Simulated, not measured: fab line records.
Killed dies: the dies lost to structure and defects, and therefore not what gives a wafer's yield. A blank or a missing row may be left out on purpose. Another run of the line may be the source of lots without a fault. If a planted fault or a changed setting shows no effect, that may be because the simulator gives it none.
fab line records -- flow rit-cmos
record: lots: 5, wafers: 15, last-day: 7
route steps=202 shown NSD@133 PSD@142 M1@202
lots with no fault: from the same line, run without faults
start-h: the number of hours between the record's first day and the start of the first shown wafer of the lot -- wait-h: how many hours have passed since the lot's step before this one -- " unchanged from the row above -- L1.1+2: several wafers, shown together as one row -- - no value present, or no start provided -- * or withheld: withheld -- < > ~ a bound
route shown NAME@n: a module of which the file shows steps, and the number in the route of the first -- usual: average and standard deviation across the fault-free wafers -- same: alike in all rows -- chamber/n: place in a boat -- sites: readings site by site -- _std_site: the standard deviation of these -- _edge_site: outer sites' mean less inner sites' -- radius-mm: how far each site lies from the wafer's centre -- mask NAME#n: copy n -- behind: tool/chamber where the wafer was last shaped -- hold: what put the lot on hold/how long, in hours/how the hold closed -- device: the transistor (n, p or np) that didn't switch -- end of line: the same wafers' tests at the end of the route -- a step with no rows: only its recipe -- killed: count of dies lost to structure and defects at first sort (not the wafer's yield) -- map: a wafer's dies, marking killed ones x, the rest . and places with no die _
set.NAME: the setting that was run; set.NAME@STEP: the one run at that earlier step -- model.NAME: the simulator's own value behind a step, which no gauge read
a table for each step, a row for each wafer; lots at some steps of the route
services: when a tool's chamber went out of use (start-h, in hours from the record's first day, below 0 if earlier), for how many hours, and the reason
== steps ==
step: RIT_NSD_SOFTBAKE_02
recipe: resist: NOVOLAK, temp-c: 90, time-s: 60
step: RIT_NSD_EXPOSE_03
recipe: mask-id: M9, na: 0.57, target-cd-nm: 40700, dose-mj: 250
step: RIT_NSD_PEB_04
recipe: resist: NOVOLAK, temp-c: withheld, time-s: withheld
step: RIT_NSD_DEVELOP_05
recipe: resist: NOVOLAK, develop-time-s: 50, dev-temp-c: 23
step: RIT_NSD_OVL_MEAS_06
usual: NSD_OVL: -0.3/1.3
lot.wafer,tool,chamber,start-h,wait-h,NSD_OVL[nm]
L830.1,overlay-02,-,51.96,-,0.5
L830.2,overlay-02,-,51.96,-,-0.1
L830.4,overlay-02,-,51.96,-,0.9
L831.2,overlay-01,-,57.52,-,0.3
L831.3,overlay-01,-,57.52,-,-0.2
L831.5,overlay-01,-,57.52,-,0.2
L837.1,overlay-02,-,90.34,-,1.1
L837.3,overlay-02,-,90.34,-,0.4
L837.6,overlay-02,-,90.34,-,0.8
L844.1,overlay-01,-,121.23,-,-0.2
L844.2,overlay-01,-,121.23,-,-1.6
L844.5,overlay-01,-,121.23,-,-2.7
L849.1,overlay-01,-,147.74,-,0.2
L849.2,overlay-01,-,147.74,-,-0.3
L849.6,overlay-01,-,147.74,-,-1.5
step: RIT_NSD_HARDBAKE_07
recipe: resist: NOVOLAK, temp-c: 140, time-s: 60
step: RIT_NSD_IMPLANT_08
recipe: species: P, energy-kev: 25, dose-cm2: 1e+15, tilt-deg: 7
step: RIT_NSD_STRIP_09
recipe: chemistry: O2, time-s: 180, resist: NOVOLAK, platen-temp-c: withheld, power-w: 500, pressure-mtorr: 4000, o2-flow-sccm: 4000
usual: drypump-motor-current-A: 5.8/0.32
lot.wafer,tool,chamber,start-h,wait-h,drypump-motor-current-A,rf-hours-counter-h
L830.1,plasma-asher-04,1,52.30,0.1,5.8,41
L830.2,plasma-asher-04,0,52.30,0.1,5.5,41
L830.4,plasma-asher-04,0,52.30,0.1,5.5,-
L831.2,plasma-asher-01,0,57.85,0.1,5.5,43
L831.3,plasma-asher-01,0,57.85,0.1,5.6,-
L831.5,plasma-asher-01,1,57.85,0.1,6.3,-
L837.1,plasma-asher-01,0,90.68,0.1,5.6,47
L837.3,plasma-asher-01,1,90.68,0.1,6.3,-
L837.6,plasma-asher-01,0,90.68,0.1,5.6,-
L844.1,plasma-asher-01,1,121.56,0.1,6.3,51
L844.2,plasma-asher-01,0,121.56,0.1,5.5,51
L844.5,plasma-asher-01,0,121.56,0.1,5.6,-
L849.1,plasma-asher-04,0,148.07,0.1,5.5,51
L849.2,plasma-asher-04,1,148.07,0.1,5.7,51
L849.6,plasma-asher-04,1,148.07,0.1,5.7,-
step: RIT_NSD_TW_MEAS_10
usual: NSD_TW: 3146/51
lot.wafer,tool,chamber,start-h,wait-h,NSD_TW
L830.1,film-metro-01,-,52.47,0.1,3217
L830.2,film-metro-01,-,52.47,0.1,3212
L830.4,film-metro-01,-,52.47,0.1,3211
L831.2,film-metro-01,-,58.04,0.1,3210
L831.3,film-metro-01,-,58.04,0.1,3208
L831.5,film-metro-01,-,58.04,0.1,3196
L837.1,film-metro-02,-,90.85,0.1,3101
L837.3,film-metro-02,-,90.85,0.1,3082
L837.6,film-metro-02,-,90.85,0.1,3099
L844.1,film-metro-02,-,121.74,0.1,3071
L844.2,film-metro-02,-,121.74,0.1,3069
L844.5,film-metro-02,-,121.74,0.1,3069
L849.1,film-metro-04,-,148.25,0.1,3129
L849.2,film-metro-04,-,148.25,0.1,3104
L849.6,film-metro-04,-,148.25,0.1,3126
step: RIT_PSD_HMDS_00
recipe: prime-time-s: 60, prime-temp-c: 140
step: RIT_PSD_COAT_01
recipe: resist: NOVOLAK, spin-rpm: 3250, resist-thk-nm: 1000
step: RIT_PSD_SOFTBAKE_02
recipe: resist: NOVOLAK, temp-c: 90, time-s: 60
step: RIT_PSD_EXPOSE_03
recipe: mask-id: M10, na: 0.57, target-cd-nm: 40900, dose-mj: 250
lot.wafer,tool,chamber,start-h,wait-h,mask
L830.1+2+4,iline-stepper-02,0,52.98,0.1,M10#0
L831.2+3+5,iline-stepper-01,0,58.68,0.2,M10#0
L837.1+3+6,iline-stepper-01,0,91.49,0.2,M10#0
L844.1+2+5,iline-stepper-01,0,122.25,0.1,M10#0
L849.1+2+6,iline-stepper-02,0,148.88,0.2,M10#0
step: RIT_PSD_PEB_04
recipe: resist: NOVOLAK, temp-c: withheld, time-s: withheld
step: RIT_PSD_DEVELOP_05
recipe: resist: NOVOLAK, develop-time-s: 50, dev-temp-c: 23
step: RIT_PSD_OVL_MEAS_06
usual: PSD_OVL: 0.6/1.3
lot.wafer,tool,chamber,start-h,wait-h,PSD_OVL[nm]
L830.1,overlay-02,-,53.38,-,2.2
L830.2,overlay-02,-,53.38,-,0.5
L830.4,overlay-02,-,53.38,-,0.3
L831.2,overlay-02,-,59.07,-,-0.4
L831.3,overlay-02,-,59.07,-,-1.5
L831.5,overlay-02,-,59.07,-,-1.3
L837.1,overlay-02,-,91.89,-,0.9
L837.3,overlay-02,-,91.89,-,1.0
L837.6,overlay-02,-,91.89,-,1.2
L844.1,overlay-02,-,122.65,-,-4.2
L844.2,overlay-02,-,122.65,-,-3.6
L844.5,overlay-02,-,122.65,-,-2.9
L849.1,overlay-01,-,149.28,-,1.9
L849.2,overlay-01,-,149.28,-,2.4
L849.6,overlay-01,-,149.28,-,1.9
step: RIT_PSD_HARDBAKE_07
recipe: resist: NOVOLAK, temp-c: 140, time-s: 60
step: RIT_M1_PROBE_99
usual: killed_at_M0_to_M3: 0.0/0.12, killed-at-contacts: 0.1/0.27, killed-at-front-end: 7/3.1, killed-dies: 7/3.1, killed-open: 3.6/2.3, killed-short: 3.2/2
same: gross-dies: 264, killed_at_M4_up: 0, killed-at-back-side: 0, killed-at-other: 0
lot.wafer,tool,chamber,start-h,wait-h,killed_at_M0_to_M3,killed-at-contacts,killed-at-front-end,killed-dies,killed-open,killed-short
L830.1,prober-01,-,62.35,0.1,0,0,12,12,6,6
L830.2,prober-01,-,62.40,0.1,0,0,11,11,5,6
L830.4,prober-01,-,62.50,0.2,0,0,11,11,7,4
L831.2,prober-02,-,67.73,0.1,0,0,9,9,5,4
L831.3,prober-02,-,67.78,0.2,0,0,10,10,5,5
L831.5,prober-02,-,67.88,0.2,0,0,7,7,4,3
L837.1,prober-01,-,100.47,0.1,0,0,7,7,5,2
L837.3,prober-01,-,100.57,0.2,1,0,10,11,6,4
L837.6,prober-01,-,100.72,0.2,0,0,11,11,3,8
L844.1,prober-02,-,131.35,0.1,0,0,5,5,4,1
L844.2,prober-02,-,131.40,0.1,0,0,6,6,2,4
L844.5,prober-02,-,131.55,0.2,0,1,4,5,2,3
L849.1,prober-01,-,157.92,0.1,0,0,7,7,1,6
L849.2,prober-01,-,157.97,0.1,0,0,11,11,8,3
L849.6,prober-01,-,158.17,0.2,0,0,8,8,6,2
killed by level:class
L830.1 GATE:geometric-particle:short=4 GATE:geometric-particle:open=4 SPACER:geometric-particle:short=2 SPACER:geometric-particle:open=1 SILICIDE:geometric-particle:open=1
L830.2 GATE:geometric-particle:short=3 FOX1:geometric-particle:open=2 GATE:geometric-particle:open=2 FOX1:geometric-particle:short=1 REOX:geometric-particle:short=1 REOX:geometric-particle:open=1 SILICIDE:geometric-particle:short=1
L830.4 SPACER:geometric-particle:open=3 FOX1:geometric-particle:short=2 SILICIDE:geometric-particle:open=2 FOX1:geometric-particle:open=1 GATE:geometric-particle:open=1 REOX:geometric-particle:short=1 SILICIDE:geometric-particle:short=1
L831.2 GATE:geometric-particle:open=3 GATE:geometric-particle:short=3 FOX1:geometric-particle:short=1 FOX2:geometric-particle:open=1 REOX:geometric-particle:open=1
L831.3 GATE:geometric-particle:short=3 FOX1:geometric-particle:short=2 GATE:geometric-particle:open=2 REOX:geometric-particle:open=1 SPACER:geometric-particle:open=1 SILICIDE:geometric-particle:open=1
L831.5 GATE:geometric-particle:short=2 SPACER:geometric-particle:open=2 GATE:geometric-particle:open=1 REOX:geometric-particle:open=1 SPACER:geometric-particle:short=1
L837.1 GATE:geometric-particle:open=3 GATE:geometric-particle:short=2 FOX1:geometric-particle:open=1 SPACER:geometric-particle:open=1
L837.3 GATE:geometric-particle:short=3 FOX1:geometric-particle:open=2 GATE:geometric-particle:open=2 FOX2:geometric-particle:open=1 FOX2:geometric-particle:short=1 SPACER:geometric-particle:open=1 M1:coat-microbubble-printed=1
L837.6 GATE:geometric-particle:short=4 FOX1:geometric-particle:short=1 FOX2:geometric-particle:short=1 GATE:geometric-particle:open=1 SPACER:geometric-particle:short=1 SPACER:geometric-particle:open=1 SILICIDE:geometric-particle:open=1 SILICIDE:geometric-particle:short=1
L844.1 SILICIDE:geometric-particle:open=2 FOX1:geometric-particle:short=1 FOX1:geometric-particle:open=1 REOX:geometric-particle:open=1
L844.2 FOX1:geometric-particle:short=3 FOX2:geometric-particle:short=1 FOX2:geometric-particle:open=1 GATE:geometric-particle:open=1
L844.5 GATE:geometric-particle:short=2 GATE:geometric-particle:open=1 SPACER:geometric-particle:short=1 CONTACT:geometric-particle:open=1
L849.1 FOX1:geometric-particle:short=2 GATE:geometric-particle:short=2 FOX1:geometric-particle:open=1 SPACER:geometric-particle:short=1 SILICIDE:geometric-particle:short=1
L849.2 SILICIDE:geometric-particle:open=5 ACTIVE:geometric-particle:open=1 FOX2:geometric-particle:short=1 GATE:geometric-particle:short=1 REOX:geometric-particle:open=1 SPACER:geometric-particle:short=1 SPACER:geometric-particle:open=1
L849.6 SPACER:geometric-particle:open=2 SILICIDE:geometric-particle:open=2 FOX2:geometric-particle:open=1 GATE:geometric-particle:short=1 REOX:geometric-particle:open=1 SILICIDE:geometric-particle:short=1
== services ==
tool,chamber,start-h,hours,kind
iline-stepper-02,0,31.23,-,calibration
iline-stepper-01,0,104.23,-,calibration
iline-stepper-02,-,120.58,1.7,pm
iline-stepper-01,-,127.32,1.7,pm
== key ==
first-sign: step: RIT_PSD_OVL_MEAS_06, reading: PSD_OVL, direction: down, sigmas: 3.3, usual: 0.6, struck: -3.6
effect none on later readings
met-at RIT_PSD_EXPOSE_03
struck-wafers L844.1,L844.2,L844.5
tester-left-out L844
onset-between 91.49 122.25
also-fits RIT_NSD_STRIP_09:plasma-asher-01
fault: kind: process-parameter-drift, tool: iline-stepper-01, chamber: -, onset-h: 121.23, steps: RIT_PSD_EXPOSE_03, channel: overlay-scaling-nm, offset: 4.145, shape: step, end-h: 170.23
tester-left-out: of these lots the tester's yield and bins aren't shown, on N5 and GAA mostly nor the transistor test; their killed dies are dies lost to structure and defects alone, not to doping, threshold or leakage, so they don't give the yield
